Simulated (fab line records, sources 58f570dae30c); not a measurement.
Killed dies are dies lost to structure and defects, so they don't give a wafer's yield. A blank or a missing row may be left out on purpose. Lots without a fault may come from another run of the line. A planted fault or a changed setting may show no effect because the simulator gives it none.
Chamber matching | flow berkeley_cmos170 | UCB170_SPACER_CVD_00 on pecvd-02: 3 sister chambers
The step deposits SiO2 from TEOS/O2, target thk 376 nm, time 47 s. 3 wafers are shown with their chamber, then 7 later ones without.

WAFERS WITH THEIR CHAMBER
wafer  | chamber | heater_power_w (W)
L653.6 | 0       | 186
L654.1 | 1       | 271
L654.3 | 2       | 282

WAFERS WITHOUT THEIR CHAMBER
wafer  | heater_power_w (W)
L654.6 | 232
L652.1 | 330
L652.2 | 283
L652.3 | 193
L657.1 | 166
L657.3 | 319
L657.6 | 183

WHICH CHAMBER EACH WENT THROUGH
wafer  | from the rows above          | in truth
L654.6 | can't be placed: 1 or 0 or 2 | 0
L652.1 | can't be placed: 2 or 1      | 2
L652.2 | can't be placed: 2 or 1      | 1
L652.3 | 0                            | 0
L657.1 | 0                            | 0
L657.3 | can't be placed: 2 or 1      | 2
L657.6 | 0                            | 0
Placed correctly: 3 of 7. Can't be placed from these rows: 4 (the true chamber is among the candidates in 4). Placed wrongly: 0.
How it was worked out, from the rows above alone: a wafer's distance from a chamber is the root of the sum, over the readings, of the square of ((its reading less the chamber's mean) divided by the reading's scatter). The wafer belongs to the nearest chamber; if the next one is less than 2 further off, it can't be placed. A chamber's mean is the mean of its shown wafers. The scatter: with one shown wafer a chamber, the root of the mean of the squares of how far each hidden wafer lies from its nearest shown one.
